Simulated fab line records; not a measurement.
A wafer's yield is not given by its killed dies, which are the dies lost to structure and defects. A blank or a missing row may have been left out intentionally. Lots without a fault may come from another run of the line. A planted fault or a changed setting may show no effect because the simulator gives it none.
fab line records + flow berkeley-cmos170
[record]
- lots = 16
- wafers = 48
- last-day = 13
route steps=331 shown ACTIVE@70 FIELD@91 SDANNEAL@205 V1@255
lots untouched by any fault: they come from a run of this same line in which no faults occurred
start-h: hours from the record's opening day to when the first of the lot's shown wafers began + wait-h: hours from the lot's prior step to this one + " unchanged from the row above + L1.1+2: a single row standing in for several wafers + - no value present, or no start provided + * or withheld: withheld + < > ~ a bound
route shown NAME@n: names a module that has steps shown in the file, with the first one's number in the route + usual: average and standard deviation across the fault-free wafers + same: alike in all rows + chamber/n: place in a boat + sites: the reading at each site + _std_site: how widely they spread, as a standard deviation + _edge_site: the outer-site mean with the inner-site mean subtracted + radius-mm: for every site, how far away it sits from the centre of the wafer + mask NAME#n: copy n + behind: the last tool/chamber to shape the wafer + hold: why the lot went on hold/how many hours it stayed there/how the hold came to an end + device: names the non-switching transistor (n, p or np) + end of line: tests of these same wafers at the route's end + a step with no rows: only its recipe + killed: the dies lost at the first sort to structure and to defects; this is not the yield of the wafer + map: a wafer's dies, marking killed ones x, the rest . and places with no die _
set.NAME: the setting as run; set.NAME@STEP: as run at that earlier step + model.NAME: the simulator's own value behind a step, which no gauge read
a sample of lots followed through the steps of the route, with each step as a table and each wafer as a row
services: from which hour (start-h, from the record's first day; less than 0 if before it) a tool's chamber was out of use, for how many hours, and why
[[steps]]
[step UCB170_ACTIVE_EXPOSE_10]
[recipe]
- mask-id = ACTIVE
- target-cd-nm = 1200
- na = 0.5
- sigma-outer = 0.6
- source-shape = conventional
- dose-mj = 19.58
[same]
- na = 0.5
| lot.wafer  | tool           | chamber | start-h | wait-h | mask     |
|------------|----------------|---------|---------|--------|----------|
| L426.3+4+6 | krf-scanner-02 | 0       | 86.33   | 0.4    | ACTIVE#0 |
| L427.1+3+5 | krf-scanner-02 | 0       | 93.85   | 0.1    | ACTIVE#0 |
| L428.1+2+3 | krf-scanner-02 | 0       | 99.72   | 0.1    | ACTIVE#0 |
| L429.2+3+5 | krf-scanner-02 | 0       | 114.79  | 0.1    | ACTIVE#0 |
| L431.2+5+6 | krf-scanner-02 | 0       | 115.14  | 0.2    | ACTIVE#0 |
| L432.3+4+6 | krf-scanner-01 | 0       | 129.58  | 0.2    | ACTIVE#0 |
| L433.1+2+6 | krf-scanner-02 | 0       | 129.78  | 0.4    | ACTIVE#0 |
| L434.1+4+6 | krf-scanner-01 | 0       | 130.03  | 0.5    | ACTIVE#0 |
| L436.2+3+4 | krf-scanner-02 | 0       | 146.18  | 0.1    | ACTIVE#0 |
| L437.3+4+6 | krf-scanner-02 | 0       | 146.31  | 0.2    | ACTIVE#0 |
| L438.1+4+6 | krf-scanner-02 | 0       | 146.39  | 0.4    | ACTIVE#0 |
| L440.3+5+6 | krf-scanner-02 | 0       | 157.26  | 0.1    | ACTIVE#0 |
| L439.3+4+6 | krf-scanner-01 | 0       | 157.92  | 0.3    | ACTIVE#0 |
| L443.1+4+6 | krf-scanner-01 | 0       | 167.86  | 0.5    | ACTIVE#0 |
| L446.2+3+5 | krf-scanner-01 | 0       | 196.65  | 0.2    | ACTIVE#0 |
| L448.1+2+6 | krf-scanner-01 | 0       | 206.00  | 0.1    | ACTIVE#0 |
[step UCB170_ACTIVE_OVL_MEAS_14]
[usual]
- ACTIVE_OVL = 1/5.8
| lot.wafer | tool       | chamber | start-h | wait-h | ACTIVE_OVL[nm] |
|-----------|------------|---------|---------|--------|----------------|
| L426.3    | overlay-02 | -       | 87.15   | 0.1    | -1             |
| L426.4    | "          | -       | "       | "      | 1              |
| L426.6    | "          | -       | "       | "      | 1              |
| L427.1    | overlay-02 | -       | 94.36   | 0.1    | 10             |
| L427.3    | "          | -       | "       | "      | 11             |
| L427.5    | "          | -       | "       | "      | 13             |
| L428.1    | overlay-02 | -       | 100.28  | 0.1    | -5             |
| L428.2    | "          | -       | "       | "      | -9             |
| L428.3    | "          | -       | "       | "      | -4             |
| L429.2    | overlay-01 | -       | 115.28  | 0.1    | 4              |
| L429.3    | "          | -       | "       | "      | -9             |
| L429.5    | "          | -       | "       | "      | -14            |
| L431.2    | overlay-02 | -       | 115.88  | 0.1    | 5              |
| L431.5    | "          | -       | "       | "      | 4              |
| L431.6    | "          | -       | "       | "      | 0              |
| L432.3    | overlay-01 | -       | 130.26  | 0.1    | 10             |
| L432.4    | "          | -       | "       | "      | 15             |
| L432.6    | "          | -       | "       | "      | 15             |
| L433.1    | overlay-02 | -       | 130.49  | 0.1    | -6             |
| L433.2    | "          | -       | "       | "      | 3              |
| L433.6    | "          | -       | "       | "      | 3              |
| L434.1    | overlay-01 | -       | 130.73  | 0.1    | 2              |
| L434.4    | "          | -       | "       | "      | 2              |
| L434.6    | "          | -       | "       | "      | -5             |
| L436.2    | overlay-02 | -       | 146.68  | 0.1    | -226           |
| L436.3    | "          | -       | "       | "      | -216           |
| L436.4    | "          | -       | "       | "      | -221           |
| L437.3    | overlay-01 | -       | 146.96  | 0.1    | -220           |
| L437.4    | "          | -       | "       | "      | -226           |
| L437.6    | "          | -       | "       | "      | -225           |
| L438.1    | overlay-02 | -       | 147.00  | 0.1    | -209           |
| L438.4    | "          | -       | "       | "      | -216           |
| L438.6    | "          | -       | "       | "      | -211           |
| L440.3    | overlay-01 | -       | 158.33  | 0.1    | -212           |
| L440.5    | "          | -       | "       | "      | -222           |
| L440.6    | "          | -       | "       | "      | -222           |
| L439.3    | overlay-01 | -       | 158.93  | 0.1    | -2             |
| L439.4    | "          | -       | "       | "      | -3             |
| L439.6    | "          | -       | "       | "      | -4             |
| L443.1    | overlay-02 | -       | 168.97  | 0.1    | -5             |
| L443.4    | "          | -       | "       | "      | 3              |
| L443.6    | "          | -       | "       | "      | 5              |
| L446.2    | overlay-01 | -       | 197.14  | 0.1    | 5              |
| L446.3    | "          | -       | "       | "      | -3             |
| L446.5    | "          | -       | "       | "      | 1              |
| L448.1    | overlay-01 | -       | 206.85  | 0.1    | 1              |
| L448.2    | "          | -       | "       | "      | -2             |
| L448.6    | "          | -       | "       | "      | -1             |
[step UCB170_FIELD_THK_MEAS_02]
[recipe]
- reads = SiO2_of_FIELD_OXIDATION_01
[usual]
- FIELD_OXIDE_THK = 572/10
| lot.wafer | tool          | chamber | start-h | wait-h | FIELD_OXIDE_THK[nm] |
|-----------|---------------|---------|---------|--------|---------------------|
| L426.3    | film-metro-02 | -       | 94.48   | 0.0    | 560                 |
| L426.4    | "             | -       | "       | "      | 565                 |
| L426.6    | "             | -       | "       | "      | 563                 |
| L427.1    | film-metro-01 | -       | 104.40  | 0.0    | 579                 |
| L427.3    | "             | -       | "       | "      | 571                 |
| L427.5    | "             | -       | "       | "      | 568                 |
| L428.1    | film-metro-01 | -       | 109.35  | 0.0    | 565                 |
| L428.2    | "             | -       | "       | "      | 569                 |
| L428.3    | "             | -       | "       | "      | 569                 |
| L429.2    | film-metro-01 | -       | 124.39  | 0.0    | 574                 |
| L429.3    | "             | -       | "       | "      | 574                 |
| L429.5    | "             | -       | "       | "      | 573                 |
| L431.2    | film-metro-02 | -       | 124.45  | 0.1    | 582                 |
| L431.5    | "             | -       | "       | "      | 585                 |
| L431.6    | "             | -       | "       | "      | 592                 |
| L433.1    | film-metro-01 | -       | 140.98  | 0.0    | 594                 |
| L433.2    | "             | -       | "       | "      | 587                 |
| L433.6    | "             | -       | "       | "      | 584                 |
| L434.1    | film-metro-02 | -       | 140.98  | 0.0    | 585                 |
| L434.4    | "             | -       | "       | "      | 590                 |
| L434.6    | "             | -       | "       | "      | 589                 |
| L432.3    | film-metro-04 | -       | 141.00  | 0.0    | 567                 |
| L432.4    | "             | -       | "       | "      | 563                 |
| L432.6    | "             | -       | "       | "      | 566                 |
| L438.1    | film-metro-01 | -       | 155.16  | 0.0    | 554                 |
| L438.4    | "             | -       | "       | "      | 562                 |
| L438.6    | "             | -       | "       | "      | 574                 |
| L436.2    | film-metro-04 | -       | 155.17  | 0.0    | 571                 |
| L436.3    | "             | -       | "       | "      | 567                 |
| L436.4    | "             | -       | "       | "      | 575                 |
| L437.3    | film-metro-02 | -       | 155.18  | 0.0    | 560                 |
| L437.4    | "             | -       | "       | "      | 572                 |
| L437.6    | "             | -       | "       | "      | 564                 |
| L439.3    | film-metro-01 | -       | 168.26  | 0.0    | 575                 |
| L439.4    | "             | -       | "       | "      | 576                 |
| L439.6    | "             | -       | "       | "      | 580                 |
| L440.3    | film-metro-02 | -       | 168.26  | 0.0    | 563                 |
| L440.5    | "             | -       | "       | "      | 564                 |
| L440.6    | "             | -       | "       | "      | 571                 |
| L443.1    | film-metro-04 | -       | 183.06  | 0.0    | 559                 |
| L443.4    | "             | -       | "       | "      | 560                 |
| L443.6    | "             | -       | "       | "      | 549                 |
| L448.1    | film-metro-04 | -       | 212.41  | 0.1    | 574                 |
| L448.2    | "             | -       | "       | "      | 580                 |
| L448.6    | "             | -       | "       | "      | 568                 |
| L446.2    | film-metro-04 | -       | 212.48  | 0.2    | 581                 |
| L446.3    | "             | -       | "       | "      | 578                 |
| L446.5    | "             | -       | "       | "      | 576                 |
[step UCB170_SDANNEAL_RTA_01]
[recipe]
- temp-c = 1050
- time-s = 5
- ambient = N2
[usual]
- lamp-power-pct = 36.7/0.36
- wafer_temp_C_max = 1055.9/1.5
| lot.wafer | tool          | chamber | start-h | wait-h | lamp-power-pct | wafer_temp_C_max |
|-----------|---------------|---------|---------|--------|----------------|------------------|
| L426.3    | rtp-anneal-02 | 0       | 156.68  | 0.1    | 37.1           | 1056.0           |
| L426.4    | "             | 0       | "       | "      | 37.1           | 1054.5           |
| L426.6    | "             | 0       | "       | "      | 37.1           | 1055.4           |
| L427.1    | rtp-anneal-02 | 0       | 170.42  | 0.1    | 37.0           | 1053.3           |
| L427.3    | "             | 0       | "       | "      | 37.1           | 1055.3           |
| L427.5    | "             | 0       | "       | "      | 37.1           | 1056.1           |
| L428.1    | rtp-anneal-01 | 0       | 170.92  | 0.1    | 36.4           | 1057.2           |
| L428.2    | "             | 0       | "       | "      | 36.4           | 1056.4           |
| L428.3    | "             | 0       | "       | "      | 36.4           | 1056.3           |
| L431.2    | rtp-anneal-01 | 0       | 187.07  | 0.1    | 36.4           | 1056.5           |
| L431.5    | "             | 0       | "       | "      | 36.3           | 1055.4           |
| L431.6    | "             | 0       | "       | "      | 36.4           | 1057.0           |
| L429.2    | rtp-anneal-01 | 0       | 187.57  | 0.1    | 36.4           | 1056.2           |
| L429.3    | "             | 0       | "       | "      | 36.4           | 1057.2           |
| L429.5    | "             | 0       | "       | "      | 36.3           | 1055.0           |
| L434.1    | rtp-anneal-02 | 0       | 211.59  | 0.1    | 37.1           | 1056.9           |
| L434.4    | "             | 0       | "       | "      | 37.1           | 1055.8           |
| L434.6    | "             | 0       | "       | "      | 37.1           | 1054.1           |
| L432.3    | rtp-anneal-02 | 0       | 212.06  | 0.1    | 37.1           | 1055.3           |
| L432.4    | "             | 0       | "       | "      | 37.0           | 1053.9           |
| L432.6    | "             | 0       | "       | "      | 37.1           | 1054.2           |
| L436.2    | rtp-anneal-01 | 0       | 212.23  | 0.1    | 36.4           | 1056.4           |
| L436.3    | "             | 0       | "       | "      | 36.3           | 1056.9           |
| L436.4    | "             | 0       | "       | "      | 36.4           | 1057.4           |
| L438.1    | rtp-anneal-02 | 0       | 212.39  | 0.1    | 37.1           | 1054.1           |
| L438.4    | "             | 0       | "       | "      | 37.1           | 1053.6           |
| L438.6    | "             | 0       | "       | "      | 37.1           | 1055.6           |
| L433.1    | rtp-anneal-02 | 0       | 212.57  | 0.1    | 37.2           | 1055.4           |
| L433.2    | "             | 0       | "       | "      | 37.2           | 1055.2           |
| L433.6    | "             | 0       | "       | "      | 37.1           | 1056.4           |
| L437.3    | rtp-anneal-01 | 0       | 212.59  | 0.1    | 36.4           | 1055.0           |
| L437.4    | "             | 0       | "       | "      | 36.4           | 1056.0           |
| L437.6    | "             | 0       | "       | "      | 36.4           | 1057.6           |
| L439.3    | rtp-anneal-01 | 0       | 240.26  | 0.1    | 36.4           | 1056.4           |
| L439.4    | "             | 0       | "       | "      | 36.4           | 1056.7           |
| L439.6    | "             | 0       | "       | "      | 36.4           | 1055.3           |
| L440.3    | rtp-anneal-01 | 0       | 240.65  | 0.1    | 36.4           | 1056.0           |
| L440.5    | "             | 0       | "       | "      | 36.3           | 1057.3           |
| L440.6    | "             | 0       | "       | "      | 36.4           | 1055.6           |
| L443.1    | rtp-anneal-02 | 0       | 252.94  | 0.1    | 37.0           | 1054.2           |
| L443.4    | "             | 0       | "       | "      | 37.1           | 1054.0           |
| L443.6    | "             | 0       | "       | "      | 37.1           | 1054.9           |
| L448.1    | rtp-anneal-02 | 0       | 277.49  | 0.1    | 37.1           | 1054.6           |
| L448.2    | "             | 0       | "       | "      | 37.1           | 1055.3           |
| L448.6    | "             | 0       | "       | "      | 37.1           | 1054.5           |
| L446.2    | rtp-anneal-01 | 0       | 278.73  | 0.1    | 36.3           | 1055.9           |
| L446.3    | "             | 0       | "       | "      | 36.4           | 1056.5           |
| L446.5    | "             | 0       | "       | "      | 36.4           | 1055.8           |
[step UCB170_V1_THK_MEAS_01]
[recipe]
- reads = SiO2_of_V1_CVD_00
[usual]
- V1_TEOS_THK = 2000/29
| lot.wafer | tool          | chamber | start-h | wait-h | V1_TEOS_THK[nm] |
|-----------|---------------|---------|---------|--------|-----------------|
| L426.3    | film-metro-02 | -       | 169.83  | 0.1    | 2007            |
| L426.4    | "             | -       | "       | "      | 2044            |
| L426.6    | "             | -       | "       | "      | 2048            |
| L428.1    | film-metro-02 | -       | 180.42  | 0.1    | 2005            |
| L428.2    | "             | -       | "       | "      | 2005            |
| L428.3    | "             | -       | "       | "      | 1981            |
| L427.1    | film-metro-04 | -       | 181.83  | 0.2    | 1962            |
| L427.3    | "             | -       | "       | "      | 1998            |
| L427.5    | "             | -       | "       | "      | 1980            |
| L431.2    | film-metro-03 | -       | 196.20  | 0.1    | 1954            |
| L431.5    | "             | -       | "       | "      | 2054            |
| L431.6    | "             | -       | "       | "      | 2001            |
| L429.2    | film-metro-04 | -       | 199.02  | 0.1    | 1977            |
| L429.3    | "             | -       | "       | "      | 1927            |
| L429.5    | "             | -       | "       | "      | 1987            |
| L434.1    | film-metro-03 | -       | 221.97  | 0.1    | 1936            |
| L434.4    | "             | -       | "       | "      | 2015            |
| L434.6    | "             | -       | "       | "      | 1992            |
| L436.2    | film-metro-04 | -       | 223.38  | 0.1    | 1981            |
| L436.3    | "             | -       | "       | "      | 1979            |
| L436.4    | "             | -       | "       | "      | 1989            |
| L438.1    | film-metro-03 | -       | 224.70  | 0.1    | 1944            |
| L438.4    | "             | -       | "       | "      | 1988            |
| L438.6    | "             | -       | "       | "      | 2013            |
| L432.3    | film-metro-02 | -       | 224.72  | 0.1    | 1975            |
| L432.4    | "             | -       | "       | "      | 2044            |
| L432.6    | "             | -       | "       | "      | 2005            |
| L433.1    | film-metro-04 | -       | 224.86  | 0.1    | 1961            |
| L433.2    | "             | -       | "       | "      | 1984            |
| L433.6    | "             | -       | "       | "      | 1994            |
| L437.3    | film-metro-02 | -       | 224.88  | 0.1    | 1987            |
| L437.4    | "             | -       | "       | "      | 1978            |
| L437.6    | "             | -       | "       | "      | 2004            |
| L439.3    | film-metro-03 | -       | 250.54  | 0.1    | 1952            |
| L439.4    | "             | -       | "       | "      | 2004            |
| L439.6    | "             | -       | "       | "      | 2069            |
| L440.3    | film-metro-03 | -       | 251.87  | 0.1    | 2035            |
| L440.5    | "             | -       | "       | "      | 2010            |
| L440.6    | "             | -       | "       | "      | 2018            |
| L443.1    | film-metro-04 | -       | 262.22  | 0.1    | 1967            |
| L443.4    | "             | -       | "       | "      | 2065            |
| L443.6    | "             | -       | "       | "      | 2018            |
| L448.1    | film-metro-03 | -       | 286.33  | 0.1    | 1997            |
| L448.2    | "             | -       | "       | "      | 1982            |
| L448.6    | "             | -       | "       | "      | 2030            |
| L446.2    | film-metro-04 | -       | 289.01  | 0.1    | 2025            |
| L446.3    | "             | -       | "       | "      | 2022            |
| L446.5    | "             | -       | "       | "      | 2022            |
[[services]]
| tool           | chamber | start-h | hours | kind   |
|----------------|---------|---------|-------|--------|
| krf-scanner-02 | -       | 73.05   | 7.1   | repair |
| krf-scanner-01 | -       | 114.34  | 1.0   | pm     |
| krf-scanner-02 | -       | 141.67  | 4.4   | pm     |
| krf-scanner-01 | -       | 146.04  | 1.3   | pm     |
| krf-scanner-02 | -       | 204.83  | 1.0   | pm     |
| krf-scanner-02 | -       | 206.48  | 1.3   | pm     |
| krf-scanner-01 | -       | 209.22  | 0.3   | repair |
| krf-scanner-01 | -       | 213.49  | 0.8   | pm     |
| krf-scanner-01 | -       | 269.32  | 4.0   | pm     |
[[key]]
[first-sign]
- step = UCB170_ACTIVE_OVL_MEAS_14
- reading = ACTIVE_OVL
- direction = down
- sigmas = 38
- usual = 1
- struck = -219
effect none on later readings
met-at UCB170_ACTIVE_EXPOSE_10
struck-lots L436,L437,L438,L440
tester-left-out L436,L437,L438,L440
not-acting-at UCB170_FIELD_THK_MEAS_02,UCB170_SDANNEAL_RTA_01,UCB170_V1_THK_MEAS_01
[fault]
- kind = scanner-matching-overlay
- tool = krf-scanner-02
- chamber = -
- onset-h = 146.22
- steps = UCB170_ACTIVE_EXPOSE_10
- offset = -220
// tester-left-out: of these lots the tester's yield and bins aren't shown, on N5 and GAA mostly nor the transistor test; their killed dies are dies lost to structure and defects alone, not to doping, threshold or leakage, so they don't give the yield
